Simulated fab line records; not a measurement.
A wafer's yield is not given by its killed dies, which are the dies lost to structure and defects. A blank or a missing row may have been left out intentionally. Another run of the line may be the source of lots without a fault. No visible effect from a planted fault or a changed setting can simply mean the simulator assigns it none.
fab line records | flow rit_cmos
record lots=14 | wafers=42 | last_day=7
route steps=202 shown GATE@84
lots that met no fault: taken from a fault-free run of the same line
start_h: hours from the record's opening day to when the first of the lot's shown wafers began | wait_h: hours elapsed since this lot's preceding step | " same as the row above | L1.1+2: a row that stands for several wafers | - no value, or no start was given | * or withheld: withheld | < > ~ a bound
route shown NAME@n: a module of which the file shows steps, and the number in the route of the first | usual: the fault-free wafers' mean and standard deviation | same: alike in all rows | chamber/n: place in a boat | sites: each site's reading | _std_site: how widely they spread, as a standard deviation | _edge_site: inner sites' mean taken away from outer sites' mean | radius_mm: how far each site lies from the wafer's centre | mask NAME#n: copy n | behind: the last tool/chamber to shape the wafer | hold: reason for holding the lot/hours on hold/outcome of the hold | device: the n, p or np transistor that did not switch | end of line: the same wafers' tests at the end of the route | for a step that has no rows: nothing shown but its recipe | killed: at the first sort, the dies lost to defects and structure; wafer yield is something else | map: a wafer's dies, x killed, . not, _ none there
set.NAME: setting as actually run; set.NAME@STEP: the setting as run at that earlier step | model.NAME: the simulator's own value behind a step, which no gauge read
the route's steps for a sample of lots (tables are steps, rows are wafers)
services: from which hour (start_h, from the record's first day; less than 0 if before it) a tool's chamber was out of use, for how many hours, and why
## steps
# step RIT_GATE_CVD_08
# recipe material=poly-Si | target_thk_nm=250 | temp_c=610 | precursor=SiH4 | time_s=2220 | pressure_mtorr=300 | sih4_flow_sccm=100
# usual spike_tc_centre_C=612.7/1.6 | zone_power_centre_pct=27.3/1.8
lot.wafer | tool     | chamber | start_h | wait_h | spike_tc_centre_C | zone_power_centre_pct
L116.2    | lpcvd-02 | 0       | 39.10   | 0.9    | 612.5             | 25.4
L116.4    | "        | 0       | "       | "      | 614.0             | 25.0
L116.6    | "        | 0       | "       | "      | 610.8             | 25.2
L118.3    | lpcvd-02 | 1       | 49.52   | 0.0    | 612.1             | 28.2
L118.5    | "        | 1       | "       | "      | 611.2             | 28.4
L118.6    | "        | 1       | "       | "      | 610.3             | 28.4
L119.3    | lpcvd-01 | 1       | 50.97   | 0.2    | 615.1             | 29.5
L119.4    | "        | 1       | "       | "      | 613.9             | 29.5
L119.5    | "        | 1       | "       | "      | 612.7             | 29.1
L120.2    | lpcvd-02 | 1       | 56.89   | 0.0    | 612.5             | 28.8
L120.3    | "        | 1       | "       | "      | 610.2             | 28.3
L120.5    | "        | 1       | "       | "      | 610.8             | 28.6
L121.3    | lpcvd-01 | 1       | 60.24   | 0.1    | 613.3             | 29.6
L121.5    | "        | 1       | "       | "      | 614.6             | 29.4
L121.6    | "        | 1       | "       | "      | 613.7             | 29.2
L122.2    | lpcvd-02 | 0       | 65.48   | 0.0    | 612.8             | 24.6
L122.4    | "        | 0       | "       | "      | 612.3             | 25.4
L122.6    | "        | 0       | "       | "      | 612.2             | 25.1
L124.1    | lpcvd-01 | 1       | 78.00   | 0.1    | 614.4             | 29.2
L124.5    | "        | 1       | "       | "      | 615.1             | 29.3
L124.6    | "        | 1       | "       | "      | 615.3             | 29.7
L125.2    | lpcvd-01 | 0       | 80.82   | 0.0    | 613.3             | 28.1
L125.3    | "        | 0       | "       | "      | 613.5             | 28.8
L125.6    | "        | 0       | "       | "      | 612.0             | 28.4
L127.1    | lpcvd-02 | 1       | 93.09   | 0.5    | 610.9             | 28.6
L127.4    | "        | 1       | "       | "      | 611.2             | 28.5
L127.5    | "        | 1       | "       | "      | 610.3             | 28.6
L131.2    | lpcvd-01 | 0       | 115.81  | 0.0    | 611.7             | 28.4
L131.3    | "        | 0       | "       | "      | 613.4             | 28.7
L131.4    | "        | 0       | "       | "      | 615.4             | 28.1
L132.1    | lpcvd-01 | 0       | 124.44  | 0.1    | 613.6             | 28.8
L132.2    | "        | 0       | "       | "      | 613.3             | 28.0
L132.5    | "        | 0       | "       | "      | 614.6             | 28.1
L133.1    | lpcvd-02 | 0       | 124.61  | 0.2    | 612.2             | 25.3
L133.3    | "        | 0       | "       | "      | 612.6             | 24.9
L133.5    | "        | 0       | "       | "      | 612.3             | 25.1
L137.2    | lpcvd-02 | 0       | 143.85  | 0.1    | 612.5             | 25.0
L137.3    | "        | 0       | "       | "      | 614.1             | 24.6
L137.4    | "        | 0       | "       | "      | 613.6             | 24.9
L139.1    | lpcvd-02 | 1       | 156.46  | 0.1    | 612.5             | 28.2
L139.2    | "        | 1       | "       | "      | 610.1             | 28.2
L139.6    | "        | 1       | "       | "      | 611.5             | 28.3
# step RIT_GATE_THK_MEAS_09
# recipe reads=poly-Si_of_GATE_CVD_08
# usual GATE_POLY_THK=250.5/2.3
lot.wafer | tool          | chamber | start_h | wait_h | GATE_POLY_THK[nm]
L116.2    | film_metro-04 | -       | 40.73   | 0.0    | 253.0
L116.4    | "             | -       | "       | "      | 251.1
L116.6    | "             | -       | "       | "      | 253.3
L118.3    | film_metro-03 | -       | 51.15   | 0.0    | 245.9
L118.5    | "             | -       | "       | "      | 246.8
L118.6    | "             | -       | "       | "      | 246.1
L119.3    | film_metro-02 | -       | 52.61   | 0.0    | 246.8
L119.4    | "             | -       | "       | "      | 248.6
L119.5    | "             | -       | "       | "      | 248.8
L120.2    | film_metro-04 | -       | 58.52   | 0.0    | 250.9
L120.3    | "             | -       | "       | "      | 249.6
L120.5    | "             | -       | "       | "      | 252.2
L121.3    | film_metro-03 | -       | 61.88   | 0.0    | 247.7
L121.5    | "             | -       | "       | "      | 245.9
L121.6    | "             | -       | "       | "      | 248.2
L122.2    | film_metro-02 | -       | 67.11   | 0.0    | 252.5
L122.4    | "             | -       | "       | "      | 252.9
L122.6    | "             | -       | "       | "      | 251.3
L124.1    | film_metro-03 | -       | 79.62   | 0.0    | 254.5
L124.5    | "             | -       | "       | "      | 254.5
L124.6    | "             | -       | "       | "      | 252.8
L125.2    | film_metro-02 | -       | 82.45   | 0.0    | 250.4
L125.3    | "             | -       | "       | "      | 250.1
L125.6    | "             | -       | "       | "      | 252.1
L127.1    | film_metro-03 | -       | 94.70   | 0.0    | 253.9
L127.4    | "             | -       | "       | "      | 252.6
L127.5    | "             | -       | "       | "      | 252.6
L131.2    | film_metro-03 | -       | 117.44  | 0.0    | 121.1
L131.3    | "             | -       | "       | "      | 120.2
L131.4    | "             | -       | "       | "      | 124.5
L132.1    | film_metro-03 | -       | 126.05  | 0.0    | 119.9
L132.2    | "             | -       | "       | "      | 118.7
L132.5    | "             | -       | "       | "      | 118.1
L133.1    | film_metro-04 | -       | 126.22  | 0.0    | 246.5
L133.3    | "             | -       | "       | "      | 247.6
L133.5    | "             | -       | "       | "      | 247.3
L137.2    | film_metro-03 | -       | 145.47  | 0.0    | 249.1
L137.3    | "             | -       | "       | "      | 247.7
L137.4    | "             | -       | "       | "      | 247.8
L139.1    | film_metro-03 | -       | 158.08  | 0.0    | 248.9
L139.2    | "             | -       | "       | "      | 249.5
L139.6    | "             | -       | "       | "      | 249.4
# step RIT_GATE_ETCH_19
# recipe chemistry=SF6/CHF3/O2 | time_s=165 | SF6_flow_sccm=30 | CHF3_flow_sccm=30 | O2_flow_sccm=5 | target=poly-Si | pressure_mtorr=40 | rf_w=160 | target_depth_a=3125 | over_etch_frac=0.25 | stop_on=SiO2
# usual O2_flow_sccm=5.001/0.015 | drypump_motor_current_A=6.0/0.32 | oes_product_au=0.848/0.0095 | throttle_valve_pct=10.30/0.14
lot.wafer | tool      | chamber | start_h | wait_h | O2_flow_sccm | drypump_motor_current_A | oes_product_au | rf_hours_counter_h | throttle_valve_pct
L116.2    | rie_si-02 | 2       | 42.10   | 0.1    | 5.008        | 6.3                     | 0.846          | 154                | 10.10
L116.4    | "         | 3       | "       | "      | 4.968        | 6.1                     | 0.827          | -                  | 10.45
L116.6    | "         | 0       | "       | "      | 5.001        | 6.0                     | 0.847          | -                  | 10.49
L118.3    | rie_si-02 | 2       | 53.25   | 0.1    | 5.000        | 6.3                     | 0.820          | 154                | 10.06
L118.5    | "         | 2       | "       | "      | 4.983        | 6.2                     | 0.822          | -                  | 10.08
L118.6    | "         | 0       | "       | "      | 5.000        | 5.9                     | 0.836          | -                  | 10.48
L119.3    | rie_si-01 | 1       | 53.80   | 0.1    | 4.996        | 6.4                     | 0.845          | 0                  | 10.21
L119.4    | "         | 1       | "       | "      | 4.999        | 6.4                     | 0.854          | -                  | 10.22
L119.5    | "         | 0       | "       | "      | 5.013        | 5.7                     | 0.843          | -                  | 10.36
L120.2    | rie_si-02 | 1       | 59.73   | 0.1    | 5.010        | 5.8                     | 0.844          | 0                  | 10.35
L120.3    | "         | 2       | "       | "      | 4.997        | 6.2                     | 0.833          | 154                | 10.10
L120.5    | "         | 1       | "       | "      | 5.040        | 5.8                     | 0.849          | -                  | 10.32
L121.3    | rie_si-01 | 3       | 63.32   | 0.1    | 5.018        | 6.3                     | 0.842          | 29                 | 10.18
L121.5    | "         | 3       | "       | "      | 4.991        | 6.3                     | 0.832          | -                  | 10.18
L121.6    | "         | 1       | "       | "      | 5.007        | 6.4                     | 0.848          | -                  | 10.23
L122.2    | rie_si-02 | 1       | 68.44   | 0.1    | 5.009        | 5.8                     | 0.846          | 0                  | 10.34
L122.4    | "         | 1       | "       | "      | 5.028        | 5.8                     | 0.845          | -                  | 10.33
L122.6    | "         | 0       | "       | "      | 4.998        | 6.0                     | 0.846          | -                  | 10.48
L124.1    | rie_si-02 | 2       | 80.84   | 0.1    | 4.997        | 6.3                     | 0.845          | 154                | 10.08
L124.5    | "         | 2       | "       | "      | 5.003        | 6.2                     | 0.850          | -                  | 10.09
L124.6    | "         | 1       | "       | "      | 4.969        | 5.8                     | 0.847          | -                  | 10.34
L125.2    | rie_si-01 | 2       | 83.83   | 0.1    | 4.983        | 5.3                     | 0.848          | 0                  | 10.12
L125.3    | "         | 1       | "       | "      | 4.992        | 6.4                     | 0.844          | 1                  | 10.22
L125.6    | "         | 1       | "       | "      | 4.993        | 6.4                     | 0.853          | -                  | 10.22
L127.1    | rie_si-01 | 2       | 95.93   | 0.1    | 5.008        | 5.3                     | 0.859          | 0                  | 10.12
L127.4    | "         | 0       | "       | "      | 4.994        | 5.7                     | 0.852          | 4                  | 10.35
L127.5    | "         | 0       | "       | "      | 4.996        | 5.7                     | 0.851          | -                  | 10.36
L131.2    | rie_si-01 | 3       | 118.77  | 0.1    | 5.004        | 6.3                     | 0.542          | 30                 | 10.18
L131.3    | "         | 2       | "       | "      | 4.991        | 5.3                     | 0.535          | 0                  | 10.11
L131.4    | "         | 0       | "       | "      | 5.008        | 5.7                     | 0.554          | 4                  | 10.34
L132.1    | rie_si-02 | 3       | 127.40  | 0.1    | 5.017        | 6.1                     | 0.552          | 0                  | 10.44
L132.2    | "         | 2       | "       | "      | 5.003        | 6.2                     | 0.544          | 0                  | 10.09
L132.5    | "         | 3       | "       | "      | 4.974        | 6.1                     | 0.545          | -                  | 10.43
L133.1    | rie_si-01 | 2       | 127.55  | 0.1    | 5.019        | 5.3                     | 0.840          | 0                  | 10.12
L133.3    | "         | 3       | "       | "      | 5.027        | 6.3                     | 0.846          | 30                 | 10.20
L133.5    | "         | 3       | "       | "      | 4.998        | 6.3                     | 0.847          | -                  | 10.20
L137.2    | rie_si-01 | 2       | 146.68  | 0.1    | 4.995        | 5.2                     | 0.853          | 0                  | 10.14
L137.3    | "         | 3       | "       | "      | 5.018        | 6.3                     | 0.843          | 30                 | 10.18
L137.4    | "         | 0       | "       | "      | 5.007        | 5.7                     | 0.848          | 5                  | 10.35
L139.1    | rie_si-01 | 1       | 159.29  | 0.1    | 4.989        | 6.4                     | 0.848          | 1                  | 10.20
L139.2    | "         | 2       | "       | "      | 4.992        | 5.3                     | 0.843          | 0                  | 10.13
L139.6    | "         | 1       | "       | "      | 5.001        | 6.4                     | 0.849          | -                  | 10.21
## services
tool      | chamber | start_h | hours | kind
rie_si-02 | 1       | 38.09   | -     | clean
rie_si-02 | 1       | 38.09   | 15.8  | scheduled_down
rie_si-02 | 1       | 38.09   | 15.8  | vent_cycle
rie_si-01 | 0       | 43.35   | 1.8   | repair
rie_si-01 | 2       | 53.24   | -     | clean
rie_si-01 | 2       | 53.24   | 26.2  | scheduled_down
rie_si-01 | 2       | 53.24   | 26.2  | vent_cycle
rie_si-02 | 3       | 63.58   | -     | clean
rie_si-02 | 3       | 63.58   | 22.2  | scheduled_down
rie_si-02 | 3       | 63.58   | 22.2  | vent_cycle
rie_si-02 | 2       | 89.36   | -     | clean
rie_si-02 | 2       | 89.36   | 14.7  | scheduled_down
rie_si-02 | 2       | 89.36   | 14.7  | vent_cycle
lpcvd-02  | -       | 111.80  | 2.8   | pm
rie_si-02 | -       | 113.07  | 2.8   | pm
rie_si-01 | 3       | 141.56  | 3.6   | repair
## key
first_sign step=RIT_GATE_THK_MEAS_09 | reading=GATE_POLY_THK | direction=down | sigmas=56 | usual=250.5 | struck=120.4
effect step=RIT_GATE_ETCH_19 | reading=oes_product_au | direction=down | sigmas=32 | usual=0.848 | struck=0.545
met_at RIT_GATE_CVD_08
struck_lots L131,L132
struck_wafers L131.2,L131.3,L131.4,L132.1,L132.2,L132.5
tester_left_out L131,L132
onset_between 80.82 115.81
fault kind=process_parameter_drift | tool=lpcvd-01 | chamber=0 | onset_h=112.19 | steps=RIT_GATE_CVD_08 | channel=target_thk_nm | offset=-130.29 | shape=step | end_h=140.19 | acts_in=these_recipes_only | stated=250
# tester_left_out: of these lots the tester's yield and bins aren't shown, on N5 and GAA mostly nor the transistor test; their killed dies are dies lost to structure and defects alone, not to doping, threshold or leakage, so they don't give the yield
